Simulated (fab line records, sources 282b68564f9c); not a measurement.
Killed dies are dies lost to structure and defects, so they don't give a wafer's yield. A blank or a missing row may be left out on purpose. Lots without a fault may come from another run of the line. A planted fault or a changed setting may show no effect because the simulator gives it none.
fab line records | flow rit_cmos
record lots=6 wafers=18 last_day=7
route steps=202 shown PWELL@49 WELLDRIVE@50 NWELL@51 NRETRO@53 PRETRO@64 M1@202
lots that met no fault: from a run of the same line without faults
start_h: hours from the record's first day to the start of the lot's first wafer shown | wait_h: hours since the lot's step before | " the same as in the row above | L1.1+2: a row that stands for several wafers | - no value, or no start given | * or withheld: withheld | < > ~ a bound
route shown NAME@n: a module of which the file shows steps, and the number in the route of the first | usual: mean/standard deviation of fault-free wafers | same: alike in all rows | chamber/n: place in a boat | sites: the reading at each site | _std_site: their standard deviation | _edge_site: outer sites' mean less inner sites' | radius_mm: how far each site lies from the wafer's centre | mask NAME#n: copy n | behind: the tool/chamber that last shaped the wafer | hold: why the lot was held/for how many hours/how that ended | device: the transistor (n, p or np) that didn't switch | end of line: the same wafers' tests at the end of the route | a step without rows: its recipe alone | killed: dies lost to structure and defects at the first sort, not the wafer's yield | map: a wafer's dies, x killed, . not, _ none there
set.NAME: the setting as run; set.NAME@STEP: as run at that earlier step | model.NAME: the simulator's own value behind a step, which no gauge read
lots at some steps of the route; a table a step, a row a wafer
services: from which hour (start_h, from the record's first day; less than 0 if before it) a tool's chamber was out of use, for how many hours, and why
## steps
# step RIT_PWELL_TW_MEAS_10
# usual PWELL_TW=948/7.8
# columns lot.wafer tool chamber start_h wait_h PWELL_TW
L175.3 film_metro-01 - 58.08 0.1 956
L175.5 " - " " 956
L175.6 " - " " 954
L176.3 film_metro-04 - 62.46 0.1 937
L176.4 " - " " 935
L176.6 " - " " 939
L177.3 film_metro-04 - 68.12 0.1 943
L177.4 " - " " 939
L177.6 " - " " 941
L180.3 film_metro-04 - 83.99 0.1 936
L180.4 " - " " 931
L180.6 " - " " 937
L187.1 film_metro-03 - 118.30 0.1 955
L187.4 " - " " 949
L187.6 " - " " 956
L189.1 film_metro-04 - 127.74 0.1 945
L189.5 " - " " 946
L189.6 " - " " 938
# step RIT_WELLDRIVE_ANNEAL_00
# recipe temp_c=1100 time_s=14700 ambient=N2
# step RIT_WELLDRIVE_RS_MEAS_01
# recipe thk_meas_gauge=four-point-probe
# usual NWELL_RS=275.6/0.79
# columns lot.wafer tool chamber start_h wait_h NWELL_RS[ohm/sq]
L175.3 film_metro-04 - 63.58 0.0 274.8
L175.5 " - " " 275.5
L175.6 " - " " 275.2
L176.3 film_metro-03 - 67.62 0.0 274.4
L176.4 " - " " 273.7
L176.6 " - " " 275.4
L177.3 film_metro-04 - 73.29 0.0 274.9
L177.4 " - " " 275.1
L177.6 " - " " 275.1
L180.3 film_metro-01 - 89.68 0.0 276.3
L180.4 " - " " 275.4
L180.6 " - " " 277.0
L187.1 film_metro-01 - 123.45 0.0 276.2
L187.4 " - " " 276.5
L187.6 " - " " 276.8
L189.1 film_metro-04 - 133.71 0.0 276.2
L189.5 " - " " 276.6
L189.6 " - " " 275.8
# step RIT_WELLDRIVE_RS_MEAS_02
# recipe thk_meas_gauge=four-point-probe
# usual PWELL_RS=430.8/1.1
# columns lot.wafer tool chamber start_h wait_h PWELL_RS[ohm/sq]
L175.3 film_metro-04 - 63.70 0.1 430.3
L175.5 " - " " 429.9
L175.6 " - " " 430.0
L176.3 film_metro-03 - 67.74 0.1 431.4
L176.4 " - " " 429.6
L176.6 " - " " 429.5
L177.3 film_metro-04 - 73.41 0.1 429.5
L177.4 " - " " 429.3
L177.6 " - " " 428.2
L180.3 film_metro-01 - 89.80 0.1 432.6
L180.4 " - " " 433.6
L180.6 " - " " 432.6
L187.1 film_metro-01 - 123.57 0.1 429.7
L187.4 " - " " 431.4
L187.6 " - " " 431.8
L189.1 film_metro-04 - 133.83 0.1 431.3
L189.5 " - " " 430.2
L189.6 " - " " 431.2
# step RIT_NRETRO_HMDS_00
# recipe prime_time_s=60 prime_temp_c=140
# step RIT_NRETRO_COAT_01
# recipe resist=NOVOLAK spin_rpm=2000 resist_thk_nm=1288
# step RIT_NRETRO_SOFTBAKE_02
# recipe resist=NOVOLAK temp_c=90 time_s=60
# step RIT_NRETRO_EXPOSE_03
# recipe mask_id=M4 na=0.57 target_cd_nm=43900 dose_mj=250
# step RIT_NRETRO_PEB_04
# recipe resist=NOVOLAK temp_c=withheld time_s=withheld
# step RIT_NRETRO_DEVELOP_05
# recipe resist=NOVOLAK develop_time_s=68 dev_temp_c=23
# step RIT_NRETRO_OVL_MEAS_06
# usual NRETRO_OVL=-0.3/1.3
# columns lot.wafer tool chamber start_h wait_h NRETRO_OVL[nm]
L175.3 overlay-02 - 64.68 - 0.3
L175.5 " - " " -0.3
L175.6 " - " " -1.7
L176.3 overlay-01 - 68.84 - -0.2
L176.4 " - " " -1.4
L176.6 " - " " -1.5
L177.3 overlay-01 - 74.50 - -0.2
L177.4 " - " " 2.1
L177.6 " - " " 1.3
L180.3 overlay-01 - 90.90 - 0.3
L180.4 " - " " 2.7
L180.6 " - " " 0.0
L187.1 overlay-01 - 124.71 - -1.0
L187.4 " - " " -2.3
L187.6 " - " " 0.1
L189.1 overlay-02 - 134.83 - -2.9
L189.5 " - " " -1.0
L189.6 " - " " -0.3
# step RIT_NRETRO_HARDBAKE_07
# recipe resist=NOVOLAK temp_c=140 time_s=120
# step RIT_NRETRO_IMPLANT_08
# recipe species=P energy_kev=70 dose_cm2=1e+13 tilt_deg=7
# usual beam_energy_keV=69.993/0.018 end_station_pressure_torr=4.99e-06/3e-07
# columns lot.wafer tool chamber start_h wait_h beam_energy_keV end_station_pressure_torr model.implant.rp_nm model.implant.drp_nm
L175.3 implanter-04 0 65.00 0.2 69.966 4.93e-06 86.77 33.94
L175.5 " 0 " " 69.977 4.98e-06 86.77 33.94
L175.6 " 0 " " 69.990 5.21e-06 86.77 33.94
L176.3 implanter-03 0 69.17 0.2 69.998 5.12e-06 86.75 33.94
L176.4 " 0 " " 69.974 5.38e-06 86.75 33.94
L176.6 " 0 " " 69.992 4.73e-06 86.75 33.94
L177.3 implanter-04 0 74.83 0.2 85.388 4.71e-06 103.2 39.99
L177.4 " 0 " " 85.391 5.05e-06 103.2 39.99
L177.6 " 0 " " 85.375 5.3e-06 103.2 39.99
L180.3 implanter-04 0 91.22 0.2 85.394 5.06e-06 106.2 39.99
L180.4 " 0 " " 85.389 4.5e-06 106.2 39.99
L180.6 " 0 " " 85.391 4.79e-06 106.2 39.99
L187.1 implanter-01 0 124.99 0.2 69.981 4.59e-06 84.41 33.94
L187.4 " 0 " " 69.981 4.84e-06 84.41 33.94
L187.6 " 0 " " 70.011 4.6e-06 84.41 33.94
L189.1 implanter-03 0 135.12 0.2 69.984 4.93e-06 85.21 33.94
L189.5 " 0 " " 69.964 4.9e-06 85.21 33.94
L189.6 " 0 " " 69.986 4.78e-06 85.21 33.94
# step RIT_NRETRO_STRIP_09
# recipe chemistry=O2 time_s=180 resist=NOVOLAK platen_temp_c=withheld power_w=500 pressure_mtorr=4000 o2_flow_sccm=4000
# usual drypump_motor_current_A=5.4/0.49 o2_flow_sccm=4000/12 rf_refl_power_W=7.0/1.5
# same time_s=180
# columns lot.wafer tool chamber start_h wait_h drypump_motor_current_A o2_flow_sccm rf_hours_counter_h rf_refl_power_W
L175.3 plasma_asher-01 1 65.16 0.1 5.8 4012 - 8.3
L175.5 " 0 " " 4.8 4009 - 6.1
L175.6 " 1 " " 5.7 4001 - 8.3
L176.3 plasma_asher-01 1 69.32 0.1 5.8 4010 - 8.5
L176.4 " 0 " " 4.8 3995 - 5.9
L176.6 " 1 " " 5.8 4000 - 8.4
L177.3 plasma_asher-01 1 74.99 0.1 5.8 3992 - 8.4
L177.4 " 0 " " 4.8 4000 - 6.0
L177.6 " 0 " " 4.8 4004 - 5.8
L180.3 plasma_asher-01 0 91.38 0.1 4.8 3986 - 6.0
L180.4 " 1 " " 5.8 4002 - 8.8
L180.6 " 0 " " 4.8 3997 - 6.2
L187.1 plasma_asher-01 0 125.14 0.1 4.8 3982 50 6.3
L187.4 " 0 " " 4.8 3980 - 6.0
L187.6 " 1 " " 5.7 3986 - 8.5
L189.1 plasma_asher-04 1 135.27 0.1 5.4 3996 37 5.2
L189.5 " 0 " " 6.1 4004 - 4.8
L189.6 " 1 " " 5.4 4003 - 5.4
# step RIT_NRETRO_TW_MEAS_10
# usual NRETRO_TW=1052/6.7
# columns lot.wafer tool chamber start_h wait_h NRETRO_TW
L175.3 film_metro-02 - 65.30 0.1 1060
L175.5 " - " " 1056
L175.6 " - " " 1058
L176.3 film_metro-02 - 69.46 0.1 1049
L176.4 " - " " 1057
L176.6 " - " " 1049
L177.3 film_metro-01 - 75.12 0.1 1109
L177.4 " - " " 1105
L177.6 " - " " 1107
L180.3 film_metro-03 - 91.52 0.1 1099
L180.4 " - " " 1099
L180.6 " - " " 1104
L187.1 film_metro-02 - 125.32 0.1 1050
L187.4 " - " " 1041
L187.6 " - " " 1046
L189.1 film_metro-03 - 135.44 0.1 1049
L189.5 " - " " 1049
L189.6 " - " " 1052
# step RIT_PRETRO_HMDS_00
# recipe prime_time_s=60 prime_temp_c=140
# step RIT_M1_PROBE_99
# usual killed_at_contacts=0.1/0.36 killed_at_front_end=7.2/2.9 killed_dies=7.4/2.9 killed_open=3.8/2 killed_short=3.5/2
# same gross_dies=264 killed_at_M0_to_M3=0 killed_at_M4_up=0 killed_at_back_side=0 killed_at_other=0
# columns lot.wafer tool chamber start_h wait_h killed_at_contacts killed_at_front_end killed_dies killed_open killed_short model.etest.pmos_0p3.drive_ua_um model.etest.pmos_narrow.off_log10_a_um model.etest.pmos_0p3.off_log10_a_um model.etest.diode_pplus_nwell.bv_v model.etest.cap_p_gate.c_min_ff_um2 model.etest.diode_pplus_nwell.cj_ff_um2 model.etest.diode_pplus_comb.cj_ff_um2 model.etest.pmos_0p15.vt_long_v
L175.3 prober-01 - 94.23 0.2 1 7 8 3 5 102.8 -12.74 -12.84 6.576 2.317 1.717 2.011 -0.5781
L175.5 prober-01 - 94.33 0.2 0 7 7 7 0 104.5 -12.76 -12.93 6.576 2.316 1.718 2.023 -0.5729
L175.6 prober-01 - 94.38 0.2 0 5 5 3 2 103.4 -12.66 -12.96 6.565 2.321 1.732 2.028 -0.5729
L176.3 prober-02 - 97.04 0.2 0 10 10 6 4 104.6 -12.7 -12.82 6.715 2.303 1.677 1.987 -0.5715
L176.4 prober-02 - 97.09 0.2 1 10 11 8 3 104.8 -12.68 -12.71 6.583 2.322 1.708 2.002 -0.5704
L176.6 prober-02 - 97.19 0.2 0 6 6 5 1 104.6 -12.75 -12.62 6.735 2.32 1.667 1.981 -0.5699
L177.3 prober-01 - 102.04 0.2 0 5 5 2 3 106.4 -12.49 -12.63 6.49 2.26 1.742 2.039 -0.5523
L177.4 prober-01 - 102.09 0.2 0 8 8 6 2 106.5 -12.57 -12.85 6.434 2.257 1.744 2.063 -0.5557
L177.6 prober-01 - 102.19 0.2 0 7 7 5 2 103.6 -12.6 -12.78 6.471 2.245 1.741 2.047 -0.5571
L180.3 prober-01 - 120.77 0.2 0 6 6 2 4 109.5 -12.54 -12.48 6.503 2.253 1.733 2.026 -0.5341
L180.4 prober-01 - 120.82 0.2 0 9 9 5 4 107.4 -12.35 -12.6 6.537 2.254 1.722 2.032 -0.538
L180.6 prober-01 - 120.92 0.2 1 7 8 3 5 107.4 -12.51 -12.54 6.58 2.254 1.715 2.021 -0.5425
L187.1 prober-02 - 153.02 0.1 0 6 6 3 3 101.3 -12.74 -12.93 6.666 2.336 1.665 1.967 -0.5658
L187.4 prober-02 - 153.17 0.2 0 11 11 4 7 97.4 -12.72 -12.82 6.725 2.328 1.659 1.977 -0.5693
L187.6 prober-02 - 153.27 0.2 0 10 10 6 4 99.02 -12.96 -12.89 6.774 2.332 1.621 1.953 -0.5696
L189.1 prober-02 - 163.32 0.1 0 7 7 6 1 104 -12.77 -12.83 6.722 2.32 1.676 1.985 -0.567
L189.5 prober-02 - 163.52 0.2 0 5 5 1 4 108.3 -12.61 -12.73 6.633 2.338 1.684 1.993 -0.5594
L189.6 prober-02 - 163.57 0.2 0 17 17 8 9 105.5 -12.65 -12.73 6.72 2.321 1.66 1.981 -0.5597
# killed by level:class
L175.3 SPACER:geometric_particle:short=2 ACTIVE:geometric_particle:short=1 GATE:geometric_particle:short=1 REOX:geometric_particle:open=1 REOX:geometric_particle:short=1 SPACER:geometric_particle:open=1 CONTACT:geometric_particle:open=1
L175.5 GATE:geometric_particle:open=4 REOX:geometric_particle:open=2 FOX1:geometric_particle:open=1
L175.6 GATE:geometric_particle:short=2 SPACER:geometric_particle:open=2 GATE:geometric_particle:open=1
L176.3 SPACER:geometric_particle:open=3 GATE:geometric_particle:open=2 SPACER:geometric_particle:short=2 FOX1:geometric_particle:short=1 REOX:geometric_particle:open=1 REOX:geometric_particle:short=1
L176.4 GATE:geometric_particle:open=6 FOX1:geometric_particle:open=1 GATE:geometric_particle:short=1 REOX:geometric_particle:short=1 SILICIDE:geometric_particle:open=1 CONTACT:geometric_particle:short=1
L176.6 SPACER:geometric_particle:open=2 SILICIDE:geometric_particle:open=2 FOX2:geometric_particle:open=1 REOX:geometric_particle:short=1
L177.3 REOX:geometric_particle:short=2 FOX1:geometric_particle:open=1 GATE:geometric_particle:short=1 REOX:geometric_particle:open=1
L177.4 GATE:geometric_particle:open=4 FOX1:geometric_particle:open=2 GATE:geometric_particle:short=1 REOX:geometric_particle:short=1
L177.6 GATE:geometric_particle:open=2 GATE:geometric_particle:short=1 REOX:geometric_particle:short=1 REOX:geometric_particle:open=1 SPACER:geometric_particle:open=1 SILICIDE:geometric_particle:open=1
L180.3 FOX1:geometric_particle:open=2 REOX:geometric_particle:short=2 FOX2:geometric_particle:short=1 GATE:geometric_particle:short=1
L180.4 GATE:geometric_particle:open=3 GATE:geometric_particle:short=2 FOX1:geometric_particle:open=1 REOX:geometric_particle:short=1 SPACER:geometric_particle:open=1 SILICIDE:geometric_particle:short=1
L180.6 FOX1:geometric_particle:short=3 FOX2:geometric_particle:open=1 GATE:geometric_particle:open=1 GATE:geometric_particle:short=1 REOX:geometric_particle:open=1 CONTACT:geometric_particle:short=1
L187.1 GATE:geometric_particle:open=2 SILICIDE:geometric_particle:short=2 SPACER:geometric_particle:short=1 SILICIDE:geometric_particle:open=1
L187.4 FOX1:geometric_particle:short=2 GATE:geometric_particle:short=2 SPACER:geometric_particle:open=2 FOX2:geometric_particle:short=1 GATE:geometric_particle:open=1 SPACER:geometric_particle:short=1 SILICIDE:geometric_particle:short=1 SILICIDE:geometric_particle:open=1
L187.6 GATE:geometric_particle:open=2 SILICIDE:geometric_particle:short=2 SILICIDE:geometric_particle:open=2 FOX2:geometric_particle:short=1 REOX:geometric_particle:short=1 REOX:geometric_particle:open=1 SPACER:geometric_particle:open=1
L189.1 GATE:geometric_particle:open=4 SPACER:geometric_particle:open=2 GATE:geometric_particle:short=1
L189.5 FOX1:geometric_particle:short=2 FOX1:geometric_particle:open=1 GATE:geometric_particle:short=1 SILICIDE:geometric_particle:short=1
L189.6 FOX1:geometric_particle:short=3 GATE:geometric_particle:short=3 GATE:geometric_particle:open=3 FOX1:geometric_particle:open=2 SILICIDE:geometric_particle:open=2 ACTIVE:geometric_particle:short=1 FOX2:geometric_particle:open=1 REOX:geometric_particle:short=1
## services
# columns tool chamber start_h hours kind
plasma_asher-04 - 46.32 3.4 repair
implanter-04 - 84.54 5.5 pm
implanter-03 - 98.97 2.2 repair
plasma_asher-04 - 108.75 1.5 repair
## key
first_sign step=RIT_NRETRO_IMPLANT_08 reading=beam_energy_keV direction=up sigmas=99+ usual=69.993 struck=85.388
effect step=RIT_NRETRO_TW_MEAS_10 reading=NRETRO_TW direction=up sigmas=7.7 usual=1052 struck=1104
model_effect step=RIT_NRETRO_IMPLANT_08 value=implant.rp_nm without=85.27 struck=104.7
model_effect step=RIT_M1_PROBE_99 value=etest.pmos_0p3.drive_ua_um without=101.1 struck=106.8
met_at RIT_NRETRO_IMPLANT_08
struck_wafers L177.3,L177.4,L177.6,L180.3,L180.4,L180.6
tester_left_out L177,L180
onset_between 65.00 74.83
fault kind=process_parameter_drift tool=implanter-04 chamber=- onset_h=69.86 steps=RIT_NRETRO_IMPLANT_08 channel=energy_kev offset=15.4 shape=step end_h=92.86 acts_in=these_recipes_only stated=70
# tester_left_out: of these lots the tester's yield and bins aren't shown, on N5 and GAA mostly nor the transistor test; their killed dies are dies lost to structure and defects alone, not to doping, threshold or leakage, so they don't give the yield
